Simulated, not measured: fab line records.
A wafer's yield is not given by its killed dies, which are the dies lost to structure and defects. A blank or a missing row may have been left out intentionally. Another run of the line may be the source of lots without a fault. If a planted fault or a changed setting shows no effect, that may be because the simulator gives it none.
What tool caused it? + flow rit_cmos + 42 wafers from 14 lots sampled at 5 of the route's 202 steps

== WHAT EACH GAUGE READ, for each wafer ==
RIT_NRETRO_OVL_MEAS_06. Usual: NRETRO_OVL -0.2 nm, standard deviation 1.4.
| lot  | measured    | on         | NRETRO_OVL (nm) | flag |
|------|-------------|------------|-----------------|------|
| L463 | day 2 09:07 | overlay-02 | 0.5 1.4 1.8     |      |
| L464 | day 2 14:30 | overlay-01 | -0.2 1.5 0.7    |      |
| L465 | day 2 19:19 | overlay-01 | 0.6 0.2 1.5     |      |
| L467 | day 3 06:11 | overlay-01 | -0.6 -1.5 2.4   |      |
| L468 | day 3 11:56 | overlay-01 | 0.9 1.8 0.8     |      |
| L469 | day 3 20:13 | overlay-01 | 0.7 1.2 -0.3    |      |
| L470 | day 4 02:59 | overlay-01 | 0.6 -1.0 1.5    |      |
| L471 | day 4 05:49 | overlay-01 | 1.9 -0.3 1.1    |      |
| L472 | day 4 11:03 | overlay-01 | 1.2 -0.9 0.4    |      |
| L473 | day 4 15:30 | overlay-02 | -2.2 -1.2 -2.4  |      |
| L476 | day 5 05:01 | overlay-01 | 4.0 3.2 0.2     |      |
| L480 | day 5 22:46 | overlay-02 | -0.1 -0.1 -2.9  |      |
| L481 | day 6 01:40 | overlay-02 | 0.4 -1.1 -0.7   |      |
| L486 | day 7 04:16 | overlay-02 | -2.3 -1.5 -1.6  |      |

RIT_NLDD_OVL_MEAS_06. Usual: NLDD_OVL 0.2 nm, standard deviation 1.4.
| lot  | measured    | on         | NLDD_OVL (nm)  | flag |
|------|-------------|------------|----------------|------|
| L463 | day 3 00:53 | overlay-01 | -0.4 1.1 0.0   |      |
| L464 | day 3 12:30 | overlay-01 | -4.1 -1.4 -1.6 |      |
| L465 | day 3 12:44 | overlay-01 | -0.1 3.1 -0.5  |      |
| L467 | day 4 02:30 | overlay-01 | 1.8 2.9 0.9    |      |
| L468 | day 4 07:43 | overlay-01 | -0.2 -0.8 0.0  |      |
| L469 | day 4 13:35 | overlay-01 | -1.8 -2.9 -2.7 |      |
| L470 | day 4 17:20 | overlay-01 | -0.3 2.8 0.6   |      |
| L471 | day 4 21:25 | overlay-02 | -0.5 -0.6 -2.0 |      |
| L472 | day 5 02:24 | overlay-01 | -0.5 -0.8 -1.1 |      |
| L473 | day 5 07:22 | overlay-01 | 0.4 -1.5 1.3   |      |
| L476 | day 5 21:35 | overlay-01 | -0.2 -1.1 0.4  |      |
| L480 | day 6 14:36 | overlay-02 | 1.8 -0.6 -0.3  |      |
| L481 | day 6 14:37 | overlay-01 | 0.5 1.1 0.8    |      |
| L486 | day 7 21:29 | overlay-01 | 1.6 0.9 1.4    |      |

RIT_SPACER_THK_MEAS_04. Usual: SPACER_NITRIDE_THK 250.2 nm, standard deviation 2.7.
| lot  | measured    | on            | SPACER_NITRIDE_THK (nm) | flag |
|------|-------------|---------------|-------------------------|------|
| L463 | day 3 05:12 | film_metro-03 | 254.3 255.2 253.5       |      |
| L464 | day 3 16:58 | film_metro-03 | 252.3 253.3 250.2       |      |
| L465 | day 3 17:12 | film_metro-02 | 250.4 252.0 251.7       |      |
| L467 | day 4 07:28 | film_metro-03 | 251.1 250.0 250.6       |      |
| L468 | day 4 12:17 | film_metro-04 | 245.6 245.1 243.6       |      |
| L469 | day 4 17:53 | film_metro-04 | 250.5 248.0 251.6       |      |
| L470 | day 4 21:55 | film_metro-03 | 244.2 246.0 246.9       |      |
| L471 | day 5 01:50 | film_metro-03 | 254.4 251.1 251.9       |      |
| L472 | day 5 07:38 | film_metro-02 | 249.6 252.1 249.8       |      |
| L473 | day 5 11:49 | film_metro-02 | 252.5 250.5 252.9       |      |
| L476 | day 6 01:56 | film_metro-04 | 189.3 188.8 188.3       | OFF  |
| L480 | day 6 18:55 | film_metro-03 | 187.6 188.5 191.1       | OFF  |
| L481 | day 6 20:27 | film_metro-03 | 248.7 251.2 249.7       |      |
| L486 | day 8 02:43 | film_metro-02 | 248.0 248.2 248.5       |      |

== WHAT TOOL EACH LOT RAN ON (gives the tool, then ch and the chambers of the sampled wafers, and finally the start) ==
| lot  | RIT_GATE_STRIP_20                   | RIT_SPACER_CVD_03          |
|------|-------------------------------------|----------------------------|
| L463 | plasma_asher-01 ch 0,1, day 2 18:38 | lpcvd-01 ch 0, day 3 03:17 |
| L464 | plasma_asher-04 ch 0,1, day 3 04:29 | lpcvd-02 ch 1, day 3 15:01 |
| L465 | plasma_asher-01 ch 0,1, day 3 08:15 | lpcvd-01 ch 1, day 3 15:16 |
| L467 | plasma_asher-01 ch 0,1, day 3 20:14 | lpcvd-02 ch 1, day 4 05:33 |
| L468 | plasma_asher-01 ch 0,1, day 4 01:31 | lpcvd-02 ch 0, day 4 10:22 |
| L469 | plasma_asher-04 ch 0,1, day 4 08:05 | lpcvd-02 ch 0, day 4 15:56 |
| L470 | plasma_asher-01 ch 0,1, day 4 11:18 | lpcvd-02 ch 1, day 4 20:00 |
| L471 | plasma_asher-02 ch 0,1, day 4 15:55 | lpcvd-01 ch 1, day 4 23:54 |
| L472 | plasma_asher-01 ch 0,1, day 4 22:07 | lpcvd-02 ch 1, day 5 04:45 |
| L473 | plasma_asher-04 ch 0,1, day 5 01:38 | lpcvd-01 ch 1, day 5 09:53 |
| L476 | plasma_asher-04 ch 0,1, day 5 15:12 | lpcvd-01 ch 1, day 6 00:00 |
| L480 | plasma_asher-04 ch 0,1, day 6 09:23 | lpcvd-01 ch 0, day 6 17:00 |
| L481 | plasma_asher-01 ch 0,1, day 6 09:30 | lpcvd-02 ch 0, day 6 18:32 |
| L486 | plasma_asher-01 ch 0,1, day 7 15:00 | lpcvd-02 ch 0, day 8 00:48 |
- RIT_GATE_STRIP_20: strips in O2, time 180 s.
- RIT_SPACER_CVD_03: deposits Si3N4 from SiH2Cl2/NH3, target thk 250 nm, time 3300 s.

== AS READ BY THE TOOLS THEMSELVES (means over the sampled wafers that have a number; for cases with no such wafer, the mark the record gives instead) ==
RIT_GATE_STRIP_20. Usual: drypump_motor_current_A reads 6.2 A (standard deviation 0.36).
| lot  | tool            | drypump_motor_current_A (A) | flag |
|------|-----------------|-----------------------------|------|
| L463 | plasma_asher-01 | 5.9                         |      |
| L464 | plasma_asher-04 | 6.4                         |      |
| L465 | plasma_asher-01 | 5.9                         |      |
| L467 | plasma_asher-01 | 6.2                         |      |
| L468 | plasma_asher-01 | 6.0                         |      |
| L469 | plasma_asher-04 | 6.4                         |      |
| L470 | plasma_asher-01 | 5.9                         |      |
| L471 | plasma_asher-02 | 5.9                         |      |
| L472 | plasma_asher-01 | 6.2                         |      |
| L473 | plasma_asher-04 | 6.5                         |      |
| L476 | plasma_asher-04 | 6.4                         |      |
| L480 | plasma_asher-04 | 6.5                         |      |
| L481 | plasma_asher-01 | 6.0                         |      |
| L486 | plasma_asher-01 | 5.9                         |      |

== THE ANSWER, worked out from the rows above alone ==
Rule: lot off if the mean of its wafers having a number is beyond 3 standard deviations from the usual mean. A lot without any number at a reading at which 4 lots or more have one is off too. All remaining lots with rows at the step are treated as sound. First the gauges in route order, then the tools' own readings, where a lot's mean is used as printed above. The first step at which some lot is off is used, and at that step the reading that is off furthest; a lot without a number counts as furthest.
Off: L476, L480, at RIT_SPACER_THK_MEAS_04 (SPACER_NITRIDE_THK).
If a tool, at a process step before that reading, ran all the lots that are off and no sound lot after the first of them, it fits. Those tools and the gauges at RIT_SPACER_THK_MEAS_04 are tried in the same way. Undecided on this evidence; 2 tools fit (plasma_asher-04 at RIT_GATE_STRIP_20, lpcvd-01 at RIT_SPACER_CVD_03).

== WHAT THE SIMULATOR HAD PUT IN ==
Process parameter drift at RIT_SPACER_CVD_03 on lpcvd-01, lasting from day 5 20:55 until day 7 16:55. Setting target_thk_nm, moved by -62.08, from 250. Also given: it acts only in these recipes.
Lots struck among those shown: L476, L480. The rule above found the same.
